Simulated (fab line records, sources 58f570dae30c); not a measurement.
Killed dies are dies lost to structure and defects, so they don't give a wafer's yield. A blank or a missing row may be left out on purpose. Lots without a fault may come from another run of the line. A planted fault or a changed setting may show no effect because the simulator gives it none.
A struck lot beside a sound one | flow berkeley_cmos170 | 15 steps out of a route of 331
Sound: wafers L617.1, L617.2, L617.5. Struck: wafers L612.1, L612.5, L612.6. The cause comes at the end.
At each step with rows: each side's tool, then ch and its chambers, then its first start. Under that, the readings that differ: sound wafers | struck wafers | difference of the means | sigmas: that difference in standard deviations of wafers without a fault.
alike: readings whose means differ by less than 2 such deviations, and words and numbers that are the same on both sides. not compared: withheld readings, readings that some wafer has no value for, bounds like >300 that may hide the same value, and numbers for which the record gives no deviation and whose values overlap.
The two part at a step that has a row with sigmas, a row that says differs or no value, or rows on one side only. Numbers that don't overlap but have no deviation are shown without sigmas and don't part them. A reading that every wafer of one side lacks parts them only if that side has two wafers or more.

UCB170_ACTIVE_OVL_MEAS_14:
  sound on overlay-02, day 8 14:02; struck on overlay-01, day 7 18:24
  alike: ACTIVE_OVL
UCB170_ACTIVE_ETCH_15: etches Si3N4 in CH3F/Ar/O2, stops on SiO2, target depth 242 nm, time 151 s.
  sound on rie_diel-01 ch 0,1,3, day 8 14:05; struck on rie_diel-02 ch 0,2,3, day 7 18:26
  alike: drypump_motor_current_A, mfc_ar_sccm, oes_product_au, throttle_valve_pct
  not compared: rf_hours_counter_h
UCB170_ACTIVE_STRIP_16: strips in O2.
  sound on plasma_asher-02 ch 0,1, day 8 14:11; struck on plasma_asher-03 ch 0,1, day 7 18:32
  alike: drypump_motor_current_A, oes_product_au, strip_time_to_endpoint_s
  not compared: rf_hours_counter_h
UCB170_ACTIVE_CD_MEAS_90: target cd 1200 nm.
  sound on cd_sem-01, day 8 14:17; struck on cd_sem-02, day 7 18:38
  alike: cd_nm
then, 7 steps without rows for these wafers: UCB170_ACTIVE_CLEAN_17 (cleans in SPM, time 600 s); UCB170_PFIELD_HMDS_00 (prime time 60 s); UCB170_PFIELD_COAT_01 (resist thk 900 nm); UCB170_PFIELD_SOFTBAKE_02 (time 60 s); UCB170_PFIELD_EXPOSE_03 (exposes mask PFIELD, target cd 1500 nm); UCB170_PFIELD_PEB_04; UCB170_PFIELD_DEVELOP_05 (develop time 45 s).
UCB170_PFIELD_OVL_MEAS_06:
  sound on overlay-01, day 8 16:04; struck on overlay-02, day 7 20:21
  alike: PFIELD_OVL
UCB170_PFIELD_IMPLANT_07:
  sound on implanter-03 ch 0, day 8 16:06; struck on implanter-02 ch 0, day 7 20:23
  reading            | sound             | struck            | difference | sigmas
  tilt_deg (degrees) | 7.012 7.022 7.005 | 4.080 4.053 4.069 | -2.946     | -99 or more
  alike: dose_ions_cm2
UCB170_PFIELD_STRIP_08: strips in O2.
  sound on plasma_asher-01 ch 0,1, day 8 16:15; struck on plasma_asher-02 ch 0,1, day 7 20:32
  alike: drypump_motor_current_A, oes_product_au, strip_time_to_endpoint_s
  not compared: rf_hours_counter_h
then, 1 step without rows for these wafers: UCB170_M3_PROBE_99.

WHERE THEY PART
Only at UCB170_PFIELD_IMPLANT_07, within this record. Later steps at which nothing parts them and some readings are alike: UCB170_PFIELD_STRIP_08.

WHY: what the simulator had put in
Process parameter drift: implanter-02, from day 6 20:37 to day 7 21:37, at UCB170_PFIELD_IMPLANT_07. Setting tilt_deg, moved by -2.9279, from 7. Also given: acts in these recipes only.
